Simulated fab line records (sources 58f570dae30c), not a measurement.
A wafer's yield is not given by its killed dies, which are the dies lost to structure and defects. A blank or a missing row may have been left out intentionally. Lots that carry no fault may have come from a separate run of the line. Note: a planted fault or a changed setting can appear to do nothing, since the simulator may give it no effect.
Problem report, 8D (eight disciplines) form, completed by code ; flow berkeley-cmos170 ; the parts of the form that need people (team, actions taken, sign-off) are left out

1. PROBLEM STATEMENT
M1_AL_RS at UCB170_M1_RS_MEAS_01 reads a mean of 0.0520 ohm/sq on 2 wafers of 2 lots; wafers without a fault read 0.0486 ohm/sq with a standard deviation of 0.00053. That is +6.4 standard deviations from the usual mean.
The step: measures by four-point-probe.
Seen first at day 9 22:22 on film-metro-04, wafer L228.5. At this step, 40 wafers from 14 lots have a number in the record. Rule for "out" (also "out of limits"): further than 4 standard deviations from the usual mean. The rest of the wafers with a number are treated as sound.

2. WHAT IT IS AND WHAT IT IS NOT
question;is;is not
which readings at this step;M1_AL_RS;-
which lots;L228, L231;L221, L222, L224, L225, L226, L233, L234, L238, L239, L240, L241, L243
which wafers of those lots;L228.5, L231.5;L228.1, L228.6
read on which gauges;film-metro-04;film-metro-02, film-metro-03
when;from day 9 22:22;"up to then (17 sound wafers); but 21 sound wafers of L233, L234, L238, L239, L240, L241, L243 came after"

3. SUSPECTS, AND WHAT RULES EACH OUT
Counting: if a tool at a process step up to the reading ran every lot that is out, it stays a suspect. Sound lots after the first of them don't rule it out here, since some wafers of a struck lot are sound.
- the gauge at UCB170_M1_RS_MEAS_01: kept. All the wafers that are out were read on film-metro-04, and no step on other tools shows them out.
- rie-diel-02 at UCB170_CONTACT_ETCH_17 (etches BARC in N2/H2): kept. It ran every lot that is out, first L228 (day 9 21:40).
- pvd-sputter-01 at UCB170_M1_SPUTTER_00 (material Al, target thk 600 nm, time 80 s): kept. It processed each lot that is out (first: L228, day 9 22:18); up to then, its last sound lot is L226 (day 9 10:49).
rie-diel-02 at UCB170_CONTACT_ETCH_17, pvd-sputter-01 at UCB170_M1_SPUTTER_00 and film-metro-04 at UCB170_M1_RS_MEAS_01 are what is left after counting.

4. THE CAUSE (what the simulator had put in)
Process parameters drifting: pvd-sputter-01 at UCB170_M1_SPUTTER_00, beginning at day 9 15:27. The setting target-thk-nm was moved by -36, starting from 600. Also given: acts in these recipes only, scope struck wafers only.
Of the 3 suspects that counting leaves, this tool is one.

5. SEQUENCE OF EFFECTS, ordered by route
Each row: a reading whose mean over the struck wafers that have a number lies more than 3 standard deviations from the usual. Only readings whose record carries a usual standard deviation are examined. hours: median over the lots of the time between each lot's start at the first step of this table that gives one and its start at this step. sigmas: the change, counted in usual standard deviations.
hours;step;reading;usual;on struck wafers;change;sigmas
0;UCB170_M1_RS_MEAS_01;M1_AL_RS;0.0486 ohm/sq;0.0520;+0.0034;+6.4
3;UCB170_M1_THK_MEAS_02;M1_AL_THK;594 nm;553;-41;-5.8

6. WHAT WOULD HAVE CAUGHT IT SOONER
7 hours passed between the start of the fault at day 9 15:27 and the first reading out of limits at a measuring or inspecting step in this record, taken at day 9 22:22.
An alarm limit of 4 standard deviations would not have fired on the tool readings at UCB170_M1_SPUTTER_00 for which the record gives a usual standard deviation, since none of them was out on any struck wafer.
Of the lots that are out (2), L231 began UCB170_M1_SPUTTER_00 on pvd-sputter-01 after day 9 22:22. It would have been spared by a hold on the tool at that moment.
